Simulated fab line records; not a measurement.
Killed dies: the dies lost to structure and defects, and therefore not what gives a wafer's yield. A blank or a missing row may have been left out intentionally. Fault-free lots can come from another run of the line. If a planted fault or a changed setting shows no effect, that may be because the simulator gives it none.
Matching of chambers    flow ritCmos    RIT_ACTIVE_ETCH_13 on rieDiel-04 has 3 sister chambers
The step etches Si3N4 in SF6, stops on SiO2, time 210 s, target depth 210 nm. 3 wafers are shown with their chamber, then 5 later ones without.

## WAFERS PAIRED WITH THEIR CHAMBERS
wafer   chamber  throttleValvePct (%)
L986.2  2        7.50
L986.6  0        7.51
L992.2  1        7.36

## WAFERS WHOSE CHAMBER IS MISSING
wafer   throttleValvePct (%)
L998.1  7.50
L998.2  7.35
L998.5  7.50
L101.1  7.51
L101.4  7.38

## CHAMBER TAKEN BY EACH
wafer   from the rows above      in truth
L998.1  can't be placed: 2 or 0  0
L998.2  1                        1
L998.5  can't be placed: 2 or 0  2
L101.1  can't be placed: 0 or 2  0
L101.4  1                        1
Placed correctly: 2 of 5. Not placeable from these rows: 3 (in 3, the candidates include the true chamber). Number placed wrongly: 0.
How it was worked out, from the rows above alone: a wafer's distance from a chamber is the root of the sum, over the readings, of the square of ((its reading less the chamber's mean) divided by the reading's scatter). If the next closest chamber is less than 2 further off than the closest, the wafer can't be placed; otherwise it belongs to the closest. The mean given for a chamber averages the wafers shown for that chamber. The scatter (one wafer shown for each chamber): square how far every hidden wafer sits from the nearest shown wafer, average those squares and take the square root.
